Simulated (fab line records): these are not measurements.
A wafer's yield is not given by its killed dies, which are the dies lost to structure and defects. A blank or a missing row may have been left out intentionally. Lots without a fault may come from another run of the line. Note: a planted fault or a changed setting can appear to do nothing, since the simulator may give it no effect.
fab line records + flow ritCmos
[record]
- lots = 14
- wafers = 42
- lastDay = 8
route steps=202 shown PLDD@115 M1@202
lots untouched by any fault: they come from a run of this same line in which no faults occurred
startH: hours from the record's opening day to when the first of the lot's shown wafers began + waitH: how many hours have passed since the lot's step before this one + " as in the row above + L1.1+2: one row covering several wafers at once + - either no value or no given start + * or withheld: withheld + < > ~ a bound
route shown NAME@n: NAME is a module with steps in the file, n the number in the route of the first one + usual: average and standard deviation across the fault-free wafers + same: alike in all rows + chamber/n: place in a boat + sites: the reading at each site + _std_site: how widely they spread, as a standard deviation + _edge_site: outer sites' mean less inner sites' + radiusMm: for every site, how far away it sits from the centre of the wafer + mask NAME#n: copy n + behind: the last tool/chamber to shape the wafer + hold: cause of the lot's hold/its duration in hours/its outcome + device: names the non-switching transistor (n, p or np) + end of line: tests run on the same wafers once the route is complete + step lacking rows: just its recipe + killed: at the first sort, the dies lost to defects and structure; wafer yield is something else + map: per-die view of a wafer (x killed, . not killed, _ where there is no die)
set.NAME: the run value of the setting; set.NAME@STEP: its run value at that earlier step + model.NAME: the simulator's own value behind a step, which no gauge read
a sample of lots followed through the steps of the route, with each step as a table and each wafer as a row
[[steps]]
[step RIT_PLDD_COAT_01]
[recipe]
- resist = NOVOLAK
- spinRpm = 3250
- resistThkNm = 1000
[usual]
- spinSpeedRpm = 3249.9/2.3
| lot.wafer | tool          | chamber | startH | waitH | spinSpeedRpm |
|-----------|---------------|---------|--------|-------|--------------|
| L682.2    | lithoTrack-04 | 0       | 48.72  | 0.1   | 3246.7       |
| L682.4    | "             | 0       | "      | "     | 3249.9       |
| L682.6    | "             | 0       | "      | "     | 3245.9       |
| L683.3    | lithoTrack-04 | 0       | 53.91  | 0.1   | 3249.8       |
| L683.5    | "             | 0       | "      | "     | 3252.6       |
| L683.6    | "             | 0       | "      | "     | 3249.0       |
| L684.2    | lithoTrack-02 | 0       | 59.06  | 0.1   | 3248.1       |
| L684.3    | "             | 0       | "      | "     | 3249.8       |
| L684.6    | "             | 0       | "      | "     | 3253.3       |
| L685.1    | lithoTrack-03 | 0       | 62.92  | 0.1   | 3248.4       |
| L685.4    | "             | 0       | "      | "     | 3249.1       |
| L685.5    | "             | 0       | "      | "     | 3252.1       |
| L686.3    | lithoTrack-02 | 0       | 66.80  | 0.1   | 3250.4       |
| L686.5    | "             | 0       | "      | "     | 3250.5       |
| L686.6    | "             | 0       | "      | "     | 3252.0       |
| L688.2    | lithoTrack-02 | 0       | 81.75  | 0.1   | 3252.2       |
| L688.5    | "             | 0       | "      | "     | 3251.2       |
| L688.6    | "             | 0       | "      | "     | 3249.9       |
| L689.1    | lithoTrack-03 | 0       | 84.13  | 0.1   | 3246.1       |
| L689.5    | "             | 0       | "      | "     | 3248.3       |
| L689.6    | "             | 0       | "      | "     | 3243.7       |
| L690.3    | lithoTrack-03 | 0       | 87.76  | 0.1   | 3250.9       |
| L690.4    | "             | 0       | "      | "     | 3244.7       |
| L690.5    | "             | 0       | "      | "     | 3246.9       |
| L691.2    | lithoTrack-02 | 0       | 93.28  | 0.1   | 3252.0       |
| L691.3    | "             | 0       | "      | "     | 3247.8       |
| L691.5    | "             | 0       | "      | "     | 3252.0       |
| L697.3    | lithoTrack-02 | 0       | 126.44 | 0.1   | 3250.4       |
| L697.4    | "             | 0       | "      | "     | 3250.0       |
| L697.5    | "             | 0       | "      | "     | 3249.7       |
| L698.3    | lithoTrack-04 | 0       | 139.72 | 0.1   | 3251.0       |
| L698.4    | "             | 0       | "      | "     | 3252.1       |
| L698.6    | "             | 0       | "      | "     | 3249.3       |
| L699.3    | lithoTrack-03 | 0       | 139.97 | 0.1   | 3171.3       |
| L699.4    | "             | 0       | "      | "     | 3171.9       |
| L699.6    | "             | 0       | "      | "     | 3172.7       |
| L700.2    | lithoTrack-03 | 0       | 153.22 | 0.1   | 3176.1       |
| L700.3    | "             | 0       | "      | "     | 3169.7       |
| L700.4    | "             | 0       | "      | "     | 3171.7       |
| L704.2    | lithoTrack-02 | 0       | 184.80 | 0.1   | 3249.9       |
| L704.3    | "             | 0       | "      | "     | 3249.8       |
| L704.4    | "             | 0       | "      | "     | 3253.7       |
[step RIT_M1_PROBE_99]
[usual]
- killedAtContacts = 0.1/0.25
- killedAtFrontEnd = 7/3.3
- killedDies = 7/3.2
- killedOnRim = 1.9/1.5
- killedOpen = 3.6/2.2
- killedShort = 3.5/2
[same]
- grossDies = 264
- killed_at_M0_to_M3 = 0
- killed_at_M4_up = 0
- killedAtBackSide = 0
- killedAtOther = 0
| lot.wafer | tool      | chamber | startH | waitH | killedAtContacts | killedAtFrontEnd | killedDies | killedOnRim | killedOpen | killedShort |
|-----------|-----------|---------|--------|-------|------------------|------------------|------------|-------------|------------|-------------|
| L682.2    | prober-01 | -       | 63.68  | 0.1   | 0                | 4                | 4          | 1           | 2          | 2           |
| L682.4    | prober-01 | -       | 63.78  | 0.2   | 0                | 4                | 4          | 1           | 2          | 2           |
| L682.6    | prober-01 | -       | 63.88  | 0.2   | 0                | 1                | 1          | 0           | 0          | 1           |
| L683.3    | prober-02 | -       | 69.03  | 0.2   | 0                | 9                | 9          | 4           | 4          | 5           |
| L683.5    | prober-02 | -       | 69.13  | 0.2   | 0                | 14               | 14         | 2           | 6          | 8           |
| L683.6    | prober-02 | -       | 69.18  | 0.2   | 0                | 5                | 5          | 2           | 3          | 2           |
| L684.2    | prober-01 | -       | 74.08  | 0.1   | 0                | 4                | 4          | 1           | 1          | 3           |
| L684.3    | prober-01 | -       | 74.13  | 0.2   | 0                | 5                | 5          | 2           | 3          | 2           |
| L684.6    | prober-01 | -       | 74.28  | 0.2   | 0                | 7                | 7          | 0           | 3          | 4           |
| L685.1    | prober-02 | -       | 77.80  | 0.1   | 0                | 6                | 6          | 2           | 2          | 4           |
| L685.4    | prober-02 | -       | 77.95  | 0.2   | 0                | 5                | 5          | 0           | 1          | 4           |
| L685.5    | prober-02 | -       | 78.00  | 0.2   | 0                | 5                | 5          | 0           | 4          | 1           |
| L686.3    | prober-01 | -       | 81.74  | 0.2   | 0                | 6                | 6          | 0           | 3          | 3           |
| L686.5    | prober-01 | -       | 81.84  | 0.2   | 0                | 7                | 7          | 2           | 5          | 2           |
| L686.6    | prober-01 | -       | 81.89  | 0.2   | 0                | 9                | 9          | 1           | 4          | 5           |
| L688.2    | prober-01 | -       | 96.81  | 0.1   | 0                | 10               | 10         | 3           | 5          | 5           |
| L688.5    | prober-01 | -       | 96.96  | 0.2   | 0                | 6                | 6          | 0           | 3          | 3           |
| L688.6    | prober-01 | -       | 97.01  | 0.2   | 0                | 3                | 3          | 0           | 1          | 2           |
| L689.1    | prober-02 | -       | 99.35  | 0.1   | 0                | 6                | 6          | 3           | 1          | 5           |
| L689.5    | prober-02 | -       | 99.55  | 0.2   | 0                | 6                | 6          | 1           | 2          | 4           |
| L689.6    | prober-02 | -       | 99.60  | 0.2   | 0                | 2                | 2          | 1           | 1          | 1           |
| L690.3    | prober-01 | -       | 102.38 | 0.2   | 0                | 9                | 9          | 1           | 4          | 5           |
| L690.4    | prober-01 | -       | 102.43 | 0.2   | 1                | 8                | 9          | 4           | 3          | 6           |
| L690.5    | prober-01 | -       | 102.48 | 0.2   | 1                | 9                | 10         | 5           | 5          | 5           |
| L691.2    | prober-02 | -       | 109.39 | 0.1   | 0                | 9                | 9          | 2           | 7          | 2           |
| L691.3    | prober-02 | -       | 109.44 | 0.2   | 0                | 3                | 3          | 0           | 2          | 1           |
| L691.5    | prober-02 | -       | 109.54 | 0.2   | 0                | 7                | 7          | 1           | 6          | 1           |
| L697.3    | prober-02 | -       | 140.94 | 0.2   | 0                | 6                | 6          | 3           | 3          | 3           |
| L697.4    | prober-02 | -       | 140.99 | 0.2   | 0                | 7                | 7          | 3           | 2          | 5           |
| L697.5    | prober-02 | -       | 141.04 | 0.2   | 0                | 4                | 4          | 2           | 2          | 2           |
| L698.3    | prober-01 | -       | 154.86 | 0.2   | 0                | 9                | 9          | 6           | 4          | 5           |
| L698.4    | prober-01 | -       | 154.91 | 0.2   | 0                | 9                | 9          | 2           | 6          | 3           |
| L698.6    | prober-01 | -       | 155.01 | 0.2   | 0                | 11               | 11         | 3           | 6          | 5           |
| L699.3    | prober-02 | -       | 156.36 | 0.2   | 0                | 2                | 2          | 1           | 0          | 2           |
| L699.4    | prober-02 | -       | 156.41 | 0.2   | 0                | 5                | 5          | 0           | 3          | 2           |
| L699.6    | prober-02 | -       | 156.51 | 0.2   | 0                | 7                | 7          | 3           | 4          | 3           |
| L700.2    | prober-01 | -       | 168.10 | 0.1   | 0                | 8                | 8          | 2           | 5          | 3           |
| L700.3    | prober-01 | -       | 168.15 | 0.2   | 0                | 4                | 4          | 2           | 2          | 2           |
| L700.4    | prober-01 | -       | 168.20 | 0.2   | 0                | 12               | 12         | 1           | 10         | 2           |
| L704.2    | prober-01 | -       | 200.67 | 0.1   | 0                | 6                | 6          | 2           | 3          | 3           |
| L704.3    | prober-01 | -       | 200.72 | 0.2   | 0                | 7                | 7          | 0           | 5          | 2           |
| L704.4    | prober-01 | -       | 200.77 | 0.2   | 0                | 7                | 7          | 1           | 3          | 4           |
// killed by level:class
L682.2 REOX:geometricParticle:open=2 GATE:geometricParticle:short=1 REOX:geometricParticle:short=1
L682.4 FOX1:geometricParticle:short=1 FOX2:geometricParticle:open=1 GATE:geometricParticle:open=1 SPACER:geometricParticle:short=1
L682.6 SILICIDE:geometricParticle:short=1
L683.3 GATE:geometricParticle:short=4 GATE:geometricParticle:open=2 FOX1:geometricParticle:open=1 FOX2:geometricParticle:short=1 SPACER:geometricParticle:open=1
L683.5 GATE:geometricParticle:open=4 SPACER:geometricParticle:short=3 REOX:geometricParticle:short=2 SILICIDE:geometricParticle:open=2 FOX1:geometricParticle:short=1 GATE:geometricParticle:short=1 SILICIDE:geometricParticle:short=1
L683.6 REOX:geometricParticle:open=2 REOX:geometricParticle:short=2 SILICIDE:geometricParticle:open=1
L684.2 REOX:geometricParticle:short=2 GATE:geometricParticle:short=1 GATE:geometricParticle:open=1
L684.3 SILICIDE:geometricParticle:open=2 FOX1:geometricParticle:open=1 GATE:geometricParticle:short=1 SILICIDE:geometricParticle:short=1
L684.6 GATE:geometricParticle:short=2 FOX1:geometricParticle:short=1 GATE:geometricParticle:open=1 REOX:geometricParticle:short=1 REOX:geometricParticle:open=1 SILICIDE:geometricParticle:open=1
L685.1 REOX:geometricParticle:short=2 SPACER:geometricParticle:short=2 FOX2:geometricParticle:open=1 SPACER:geometricParticle:open=1
L685.4 REOX:geometricParticle:short=2 FOX1:geometricParticle:short=1 FOX2:geometricParticle:open=1 GATE:geometricParticle:short=1
L685.5 GATE:geometricParticle:open=2 FOX2:geometricParticle:short=1 FOX2:geometricParticle:open=1 SPACER:geometricParticle:open=1
L686.3 FOX1:geometricParticle:open=2 FOX1:geometricParticle:short=2 GATE:geometricParticle:open=1 REOX:geometricParticle:short=1
L686.5 GATE:geometricParticle:open=5 FOX1:geometricParticle:short=1 SILICIDE:geometricParticle:short=1
L686.6 FOX1:geometricParticle:open=2 GATE:geometricParticle:short=2 GATE:geometricParticle:open=2 FOX1:geometricParticle:short=1 REOX:geometricParticle:short=1 SPACER:geometricParticle:short=1
L688.2 GATE:geometricParticle:open=2 GATE:geometricParticle:short=2 REOX:geometricParticle:open=2 FOX1:geometricParticle:short=1 REOX:geometricParticle:short=1 SPACER:geometricParticle:open=1 SILICIDE:geometricParticle:short=1
L688.5 GATE:geometricParticle:short=3 GATE:geometricParticle:open=2 SPACER:geometricParticle:open=1
L688.6 GATE:geometricParticle:short=1 GATE:geometricParticle:open=1 SILICIDE:geometricParticle:short=1
L689.1 GATE:geometricParticle:short=3 FOX1:geometricParticle:short=1 REOX:geometricParticle:short=1 SILICIDE:geometricParticle:open=1
L689.5 GATE:geometricParticle:short=4 FOX2:geometricParticle:open=1 SPACER:geometricParticle:open=1
L689.6 REOX:geometricParticle:short=1 SILICIDE:geometricParticle:open=1
L690.3 GATE:geometricParticle:short=2 SPACER:geometricParticle:open=2 FOX1:geometricParticle:short=1 FOX1:geometricParticle:open=1 GATE:geometricParticle:open=1 REOX:geometricParticle:short=1 SPACER:geometricParticle:short=1
L690.4 FOX1:geometricParticle:open=2 FOX1:geometricParticle:short=1 FOX2:geometricParticle:short=1 GATE:geometricParticle:short=1 SPACER:geometricParticle:short=1 SILICIDE:geometricParticle:open=1 SILICIDE:geometricParticle:short=1 CONTACT:geometricParticle:short=1
L690.5 SPACER:geometricParticle:open=2 FOX2:geometricParticle:short=1 GATE:geometricParticle:short=1 GATE:geometricParticle:open=1 REOX:geometricParticle:short=1 SPACER:geometricParticle:short=1 SILICIDE:geometricParticle:open=1 SILICIDE:geometricParticle:short=1
L691.2 GATE:geometricParticle:open=5 REOX:geometricParticle:open=2 GATE:geometricParticle:short=1 REOX:geometricParticle:short=1
L691.3 FOX1:geometricParticle:open=2 GATE:geometricParticle:short=1
L691.5 GATE:geometricParticle:open=6 GATE:geometricParticle:short=1
L697.3 FOX1:geometricParticle:short=1 FOX1:geometricParticle:open=1 FOX2:geometricParticle:open=1 GATE:geometricParticle:open=1 GATE:geometricParticle:short=1 REOX:geometricParticle:short=1
L697.4 SPACER:geometricParticle:short=3 FOX1:geometricParticle:short=1 GATE:geometricParticle:open=1 REOX:geometricParticle:short=1 SILICIDE:geometricParticle:open=1
L697.5 FOX1:geometricParticle:open=1 GATE:geometricParticle:open=1 REOX:geometricParticle:short=1 SILICIDE:geometricParticle:short=1
L698.3 GATE:geometricParticle:short=2 SILICIDE:geometricParticle:short=2 SILICIDE:geometricParticle:open=2 FOX1:geometricParticle:short=1 GATE:geometricParticle:open=1 SPACER:geometricParticle:open=1
L698.4 GATE:geometricParticle:open=6 GATE:geometricParticle:short=3
L698.6 GATE:geometricParticle:open=4 SPACER:geometricParticle:short=3 SPACER:geometricParticle:open=2 FOX2:geometricParticle:short=1 REOX:geometricParticle:short=1
L699.3 GATE:geometricParticle:short=1 REOX:geometricParticle:short=1
L699.4 FOX1:geometricParticle:short=2 ACTIVE:geometricParticle:open=1 GATE:geometricParticle:open=1 SILICIDE:geometricParticle:open=1
L699.6 FOX1:geometricParticle:open=2 GATE:geometricParticle:short=2 ACTIVE:geometricParticle:open=1 FOX2:geometricParticle:short=1 GATE:geometricParticle:open=1
L700.2 GATE:geometricParticle:open=2 SPACER:geometricParticle:open=2 FOX1:geometricParticle:short=1 FOX2:geometricParticle:short=1 GATE:geometricParticle:short=1 REOX:geometricParticle:open=1
L700.3 ACTIVE:geometricParticle:short=1 FOX1:geometricParticle:short=1 SPACER:geometricParticle:open=1 SILICIDE:geometricParticle:open=1
L700.4 GATE:geometricParticle:open=4 REOX:geometricParticle:open=4 GATE:geometricParticle:short=1 SPACER:geometricParticle:open=1 SILICIDE:geometricParticle:open=1 SILICIDE:geometricParticle:short=1
L704.2 FOX2:geometricParticle:open=1 GATE:geometricParticle:open=1 GATE:geometricParticle:short=1 REOX:geometricParticle:short=1 REOX:geometricParticle:open=1 SPACER:geometricParticle:short=1
L704.3 GATE:geometricParticle:open=3 SILICIDE:geometricParticle:open=2 FOX2:geometricParticle:short=1 GATE:geometricParticle:short=1
L704.4 FOX1:geometricParticle:open=1 FOX1:geometricParticle:short=1 FOX2:geometricParticle:short=1 FOX2:geometricParticle:open=1 GATE:geometricParticle:short=1 GATE:geometricParticle:open=1 REOX:geometricParticle:short=1
[[key]]
[firstSign]
- step = RIT_PLDD_COAT_01
- reading = spinSpeedRpm
- direction = down
- sigmas = 34
- usual = 3249.9
- struck = 3172.2
effect none on later readings
metAt RIT_PLDD_COAT_01
struckLots L699,L700
testerLeftOut L699,L700
onsetBetween 87.76 139.97
[fault]
- kind = processParameterDrift
- tool = lithoTrack-03
- chamber = -
- onsetH = 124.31
- steps = RIT_PLDD_COAT_01
- channel = spinRpm
- offset = -77.361
- shape = step
- endH = 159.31
- actsIn = theseRecipesOnly
- stated = 3250
// testerLeftOut: of these lots the tester's yield and bins aren't shown, on N5 and GAA mostly nor the transistor test; their killed dies are dies lost to structure and defects alone, not to doping, threshold or leakage, so they don't give the yield
